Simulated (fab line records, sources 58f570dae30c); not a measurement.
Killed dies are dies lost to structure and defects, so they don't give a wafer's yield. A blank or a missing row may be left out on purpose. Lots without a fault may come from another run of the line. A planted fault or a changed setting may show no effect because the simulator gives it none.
Which tool did it? | flow berkeley_cmos170 | 14 lots, 42 wafers sampled, at 5 steps of a route of 331

WHAT THE GAUGES READ, wafer by wafer
UCB170_M1_OVL_MEAS_10. Usual: M1_OVL -3 nm, standard deviation 4.3.
lot  | measured     | on         | M1_OVL (nm) | flag
L321 | day 8 15:06  | overlay-02 | -6 -1 0     |
L323 | day 8 15:46  | overlay-01 | -7 -10 1    |
L325 | day 9 14:47  | overlay-01 | -2 0 0      |
L324 | day 9 15:07  | overlay-02 | -10 -5 2    |
L333 | day 11 20:56 | overlay-02 | 2 -3 0      |
L331 | day 11 22:03 | overlay-01 | -11 -14 -9  |
L334 | day 11 22:40 | overlay-01 | -10 0 -2    |
L337 | day 12 15:25 | overlay-01 | -10 -7 -14  |
L336 | day 12 16:05 | overlay-02 | -1 -2 -3    |
L338 | day 12 23:11 | overlay-01 | -9 -9 -6    |
L339 | day 13 01:28 | overlay-02 | -3 -6 -6    |
L341 | day 13 07:13 | overlay-01 | -8 -1 -3    |
L340 | day 13 06:43 | overlay-02 | -3 0 -2     |
L342 | day 13 19:51 | overlay-02 | -8 4 2      |

UCB170_V1_CD_MEAS_12: target cd 700 nm. Usual: cd_nm 699.6 nm, standard deviation 1.3.
lot  | measured     | on        | cd_nm (nm)        | flag
L321 | day 8 18:48  | cd_sem-02 | 700.0 700.8 700.9 |
L323 | day 8 20:28  | cd_sem-01 | 701.4 702.3 700.0 |
L325 | day 9 18:28  | cd_sem-01 | 701.3 700.4 700.6 |
L324 | day 9 19:52  | cd_sem-02 | 701.2 701.2 701.3 |
L333 | day 12 00:55 | cd_sem-01 | 700.3 700.9 699.9 |
L331 | day 12 02:31 | cd_sem-02 | 699.2 700.1 698.3 |
L334 | day 12 03:25 | cd_sem-02 | 700.1 699.2 699.9 |
L337 | day 12 19:38 | cd_sem-01 | 700.6 700.3 699.3 |
L336 | day 12 21:54 | cd_sem-01 | 701.7 701.1 701.4 |
L338 | day 13 02:41 | cd_sem-01 | 696.5 697.3 695.7 |
L339 | day 13 05:49 | cd_sem-02 | 700.5 699.3 698.0 |
L341 | day 13 12:55 | cd_sem-02 | 700.2 702.1 700.4 |
L340 | day 13 10:48 | cd_sem-01 | 698.9 697.3 698.3 |
L342 | day 14 00:34 | cd_sem-02 | 700.6 698.6 699.1 |

UCB170_V2_THK_MEAS_01. Usual: V2_TEOS_THK 1979 nm, standard deviation 29.
lot  | measured     | on            | V2_TEOS_THK (nm) | flag
L321 | day 8 22:01  | film_metro-04 | 1953 1966 1999   |
L323 | day 8 23:58  | film_metro-03 | 1964 1976 1943   |
L325 | day 9 21:47  | film_metro-04 | 1939 1965 2007   |
L324 | day 9 23:18  | film_metro-03 | 1958 1952 1993   |
L333 | day 12 05:11 | film_metro-04 | 3051 3115 3143   | OFF
L331 | day 12 06:18 | film_metro-02 | 3083 3054 3109   | OFF
L334 | day 12 07:10 | film_metro-04 | 1975 1979 1952   |
L337 | day 12 23:04 | film_metro-02 | 1978 1945 1988   |
L336 | day 13 01:13 | film_metro-03 | 1957 1952 1971   |
L338 | day 13 07:29 | film_metro-04 | 1940 1972 1994   |
L339 | day 13 09:13 | film_metro-04 | 1956 1990 2003   |
L341 | day 13 17:29 | film_metro-04 | 1974 2006 2017   |
L340 | day 13 15:32 | film_metro-04 | 1983 2004 2012   |
L342 | day 14 05:48 | film_metro-03 | 1944 1979 2001   |

WHICH TOOL RAN EACH LOT (tool, then ch and the chambers of the sampled wafers, then the start)
lot  | UCB170_SILICIDE_SPUTTER_01   | UCB170_V2_CVD_00
L321 | pvd_sputter-03, day 8 07:08  | pecvd-02 ch 0,1,2, day 8 21:52
L323 | pvd_sputter-03, day 8 07:45  | pecvd-02 ch 0,1,2, day 8 23:49
L325 | pvd_sputter-01, day 9 08:36  | pecvd-02 ch 0,1,2, day 9 21:37
L324 | pvd_sputter-03, day 9 08:46  | pecvd-04 ch 0,1,2, day 9 23:08
L333 | pvd_sputter-01, day 11 14:23 | pecvd-02 ch 0,1, day 12 05:01
L331 | pvd_sputter-02, day 11 14:42 | pecvd-02 ch 0,2, day 12 06:09
L334 | pvd_sputter-03, day 11 15:19 | pecvd-04 ch 0,1,2, day 12 07:04
L337 | pvd_sputter-01, day 12 05:15 | pecvd-01 ch 0,1,2, day 12 22:54
L336 | pvd_sputter-03, day 12 05:25 | pecvd-04 ch 0,1, day 13 01:02
L338 | pvd_sputter-03, day 12 16:41 | pecvd-01 ch 0,1,2, day 13 07:19
L339 | pvd_sputter-01, day 12 17:01 | pecvd-04 ch 1,2, day 13 09:04
L341 | pvd_sputter-03, day 12 23:29 | pecvd-04 ch 0,2, day 13 17:19
L340 | pvd_sputter-02, day 12 23:45 | pecvd-01 ch 1,2, day 13 15:23
L342 | pvd_sputter-02, day 13 09:43 | pecvd-04 ch 0,1, day 14 05:38
- UCB170_SILICIDE_SPUTTER_01: material Ti, target thk 30 nm, time 25.82 s.
- UCB170_V2_CVD_00: deposits SiO2 from TEOS/O2, target thk 2000 nm, time 250 s.

WHAT THE TOOLS THEMSELVES READ (means of the sampled wafers that have a number; where no wafer has one, the mark that the record gives instead)
UCB170_SILICIDE_SPUTTER_01. Usual: throttle_valve_pct 29.9 %, standard deviation 1.3.
lot  | tool           | throttle_valve_pct (%) | flag
L321 | pvd_sputter-03 | 29.2                   |
L323 | pvd_sputter-03 | 29.3                   |
L325 | pvd_sputter-01 | 29.4                   |
L324 | pvd_sputter-03 | 28.8                   |
L333 | pvd_sputter-01 | 30.0                   |
L331 | pvd_sputter-02 | 30.5                   |
L334 | pvd_sputter-03 | 29.9                   |
L337 | pvd_sputter-01 | 30.1                   |
L336 | pvd_sputter-03 | 28.7                   |
L338 | pvd_sputter-03 | 31.0                   |
L339 | pvd_sputter-01 | 29.9                   |
L341 | pvd_sputter-03 | 29.9                   |
L340 | pvd_sputter-02 | 29.9                   |
L342 | pvd_sputter-02 | 29.9                   |

UCB170_V2_CVD_00. Usual: heater_power_w 237 W, standard deviation 70; susceptor_temp_C 390.02 C, standard deviation 0.2.
lot  | tool     | heater_power_w (W) | susceptor_temp_C (C) | flag
L321 | pecvd-02 | 226                | 390.06               |
L323 | pecvd-02 | 238                | 390.00               |
L325 | pecvd-02 | 225                | 389.92               |
L324 | pecvd-04 | 213                | 389.85               |
L333 | pecvd-02 | 239                | 389.94               |
L331 | pecvd-02 | 204                | 389.80               |
L334 | pecvd-04 | 258                | 389.91               |
L337 | pecvd-01 | 274                | 389.97               |
L336 | pecvd-04 | 283                | 390.18               |
L338 | pecvd-01 | 293                | 389.93               |
L339 | pecvd-04 | 236                | 390.14               |
L341 | pecvd-04 | 250                | 390.02               |
L340 | pecvd-01 | 244                | 389.97               |
L342 | pecvd-04 | 282                | 390.10               |

THE ANSWER, worked out from the rows above alone
Rule: a lot is off if the mean of its wafers that have a number lies more than 3 standard deviations from the usual mean. A lot without any number at a reading at which 4 lots or more have one is off too. The other lots that the step has rows for count as sound. The gauges are gone through in route order, then the tools' own readings, and for those a lot's mean is taken as printed above. The first step at which some lot is off is used, and at that step the reading that is off furthest; a lot without a number counts as furthest.
Off: L333, L331, at UCB170_V2_THK_MEAS_01 (V2_TEOS_THK).
A tool fits if, at a process step before that reading, it ran every lot that is off, and no sound lot after the first of them. The gauges at UCB170_V2_THK_MEAS_01 are tried like those tools. One fits: pecvd-02 at UCB170_V2_CVD_00. Its last sound lot is L325 (day 9 21:37), its first lot that is off L333 (day 12 05:01): a fault that began between those two fits.

WHAT THE SIMULATOR HAD PUT IN
Process parameter drift: pecvd-02, from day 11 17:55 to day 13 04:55, at UCB170_V2_CVD_00. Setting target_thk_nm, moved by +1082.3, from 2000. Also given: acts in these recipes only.
Lots struck among those shown: L333, L331. The rule above found the same.
